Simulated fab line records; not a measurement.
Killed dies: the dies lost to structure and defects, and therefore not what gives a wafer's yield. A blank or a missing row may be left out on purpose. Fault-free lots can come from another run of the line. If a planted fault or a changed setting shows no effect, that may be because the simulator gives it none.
Which tool was responsible?	flow berkeley-cmos170	21 wafers from 7 lots sampled at 2 of the route's 331 steps

## WHAT EACH GAUGE READ, for each wafer
UCB170_SPACER_THK_MEAS_01.
lot	measured	on	SPACER_TEOS_THK (nm)
L649	day 6 22:29	film-metro-01	376 380 379
L650	day 6 22:50	film-metro-03	418 424 425
L653	day 7 09:35	film-metro-01	426 430 432
L657	day 8 08:40	film-metro-01	372 375 373
L662	day 9 11:55	film-metro-03	377 372 377
L665	day 10 11:07	film-metro-01	372 375 374
L668	day 10 19:10	film-metro-01	370 382 373

## WHICH TOOL RAN EACH LOT (tool, then ch and the chambers of the sampled wafers, then the start)
lot	UCB170_SPACER_CVD_00
L649	pecvd-04 ch 0,1,2, day 6 22:26
L650	pecvd-04 ch 0,1,2, day 6 22:47
L653	pecvd-04 ch 0,1, day 7 09:31
L657	pecvd-02 ch 0,2, day 8 08:37
L662	pecvd-02 ch 0,1,2, day 9 11:52
L665	pecvd-02 ch 0,2, day 10 11:04
L668	pecvd-03 ch 0,2, day 10 19:07
- UCB170_SPACER_CVD_00: deposits SiO2 from TEOS/O2, target thk 376 nm, time 47 s.

## THE ANSWER, worked out from the rows above alone
Rule: usual is defined by the lots themselves. The widest of any qualifying gaps counts: lots, ordered by their means at a reading, are off when they make up no more than a third of the lots, leave a main group of 4 or more, and stand apart from it by 3 or more times the standard deviation of that group's means. The tables above print the reading to a certain number of digits; a main group whose means all agree to those digits is not used. Also off: a lot with no number at a reading for which 4 or more lots have one. Where the step has rows for the other lots, those lots are counted as sound.
Off: L650, L653, seen at UCB170_SPACER_THK_MEAS_01 (SPACER_TEOS_THK). The main group has a mean of 375 nm with a standard deviation of 1.8.
A tool fits if, at a process step before that reading, it ran every lot that is off, and no sound lot after the first of them. Those tools and the gauges at UCB170_SPACER_THK_MEAS_01 are tried in the same way. One candidate fits, namely pecvd-04 at UCB170_SPACER_CVD_00. A fault onset in the window from L649 (day 6 22:26, its last sound lot) to L650 (day 6 22:47, its first lot off) fits.

## WHAT THE SIMULATOR HAD PUT IN
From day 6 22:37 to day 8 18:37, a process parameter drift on pecvd-04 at UCB170_SPACER_CVD_00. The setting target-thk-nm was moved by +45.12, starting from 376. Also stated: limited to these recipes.
Lots struck among those shown: L650, L653. Same finding as the rule above.
